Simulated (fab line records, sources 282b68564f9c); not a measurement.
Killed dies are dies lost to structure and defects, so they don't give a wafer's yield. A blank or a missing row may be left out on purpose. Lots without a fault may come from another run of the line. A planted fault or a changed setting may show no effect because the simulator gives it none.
A struck lot beside a sound one | flow rit_cmos | 17 steps out of a route of 202
Sound: wafers L126.2, L126.3, L126.4. Struck: wafers L138.1, L138.2, L138.5. The cause comes at the end.
At each step with rows: each side's tool, then ch and its chambers, then its first start. Under that, the readings that differ: sound wafers | struck wafers | difference of the means | sigmas: that difference in standard deviations of wafers without a fault.
alike: readings whose means differ by less than 2 such deviations, and words and numbers that are the same on both sides. not compared: withheld readings, readings that some wafer has no value for, bounds like >300 that may hide the same value, and numbers for which the record gives no deviation and whose values overlap.
The two part at a step that has a row with sigmas, a row that says differs or no value, or rows on one side only. Numbers that don't overlap but have no deviation are shown without sigmas and don't part them. A reading that every wafer of one side lacks parts them only if that side has two wafers or more.

first, 1 step without rows for these wafers: RIT_PLDD_IMPLANT_08.
RIT_PLDD_STRIP_09: strips in O2, time 180 s.
  sound on plasma_asher-04 ch 0,1, day 4 19:07; struck on plasma_asher-01 ch 0,1, day 7 02:10
  alike: chamber_pressure_mTorr, drypump_motor_current_A, rf_refl_power_W
  not compared: rf_hours_counter_h
RIT_PLDD_TW_MEAS_10:
  sound on film_metro-04, day 4 19:17; struck on film_metro-04, day 7 02:21
  alike: PLDD_TW
then, 4 steps without rows for these wafers: RIT_SPACER_CLEAN_00 (cleans in SC1, time 600 s); RIT_SPACER_CLEAN_01 (cleans in dHF, time 30 s); RIT_SPACER_CLEAN_02 (cleans in SC2, time 600 s); RIT_SPACER_CVD_03 (deposits Si3N4 from SiH2Cl2/NH3, target thk 250 nm, time 3300 s).
RIT_SPACER_THK_MEAS_04:
  sound on film_metro-04, day 4 22:35; struck on film_metro-04, day 7 04:41
  reading                 | sound             | struck            | difference | sigmas
  SPACER_NITRIDE_THK (nm) | 247.9 249.6 249.0 | 255.2 254.8 252.6 | +5.4       | +2
RIT_SPACER_ETCHBACK_05: etches Si3N4 in SF6/CHF3, stops on SiO2, target depth 250 nm, time 240 s.
  sound on rie_diel-01 ch 0,1,3, day 4 22:38; struck on rie_diel-02 ch 1,2, day 7 04:45
  reading               | sound             | struck            | difference | sigmas
  oes_product_au (a.u.) | 0.819 0.840 0.833 | 0.869 0.861 0.867 | +0.035     | +3
  alike: chamber_pressure_mTorr, drypump_motor_current_A, throttle_valve_pct
  not compared: rf_hours_counter_h
then, 3 steps without rows for these wafers: RIT_NSD_HMDS_00 (prime time 60 s); RIT_NSD_COAT_01 (resist thk 1000 nm); RIT_NSD_SOFTBAKE_02 (time 60 s).
RIT_NSD_EXPOSE_03: exposes mask M9, target cd 40700 nm.
  sound on iline_stepper-01 ch 0, day 4 23:23; struck on iline_stepper-02 ch 0, day 7 05:28
  reading                     | sound                | struck            | difference | sigmas
  focus_offset_nm (nm)        | 0.5 0.4 1.4          | -0.1 -0.8 -1.4    | -1.5       | -3
  model.NSD.overlay_x_nm (nm) | 0.1413 0.1413 0.1413 | 360.1 360.1 360.1 | +360.0     |
  alike: mask, reticle_temp_C
then, 2 steps without rows for these wafers: RIT_NSD_PEB_04; RIT_NSD_DEVELOP_05 (develop time 50 s).
RIT_NSD_OVL_MEAS_06:
  sound on overlay-01, day 4 23:46; struck on overlay-01, day 7 06:05
  reading      | sound       | struck            | difference | sigmas
  NSD_OVL (nm) | 2.0 1.3 1.6 | 360.0 359.2 360.7 | +358.3     | +99 or more
  not compared: hold
RIT_M1_PROBE_99:
  the record has rows for the sound wafers here (prober-01, day 5 09:57) and none for the struck ones

WHERE THEY PART
First at RIT_SPACER_THK_MEAS_04; last, within this record, at RIT_M1_PROBE_99.

WHY: what the simulator had put in
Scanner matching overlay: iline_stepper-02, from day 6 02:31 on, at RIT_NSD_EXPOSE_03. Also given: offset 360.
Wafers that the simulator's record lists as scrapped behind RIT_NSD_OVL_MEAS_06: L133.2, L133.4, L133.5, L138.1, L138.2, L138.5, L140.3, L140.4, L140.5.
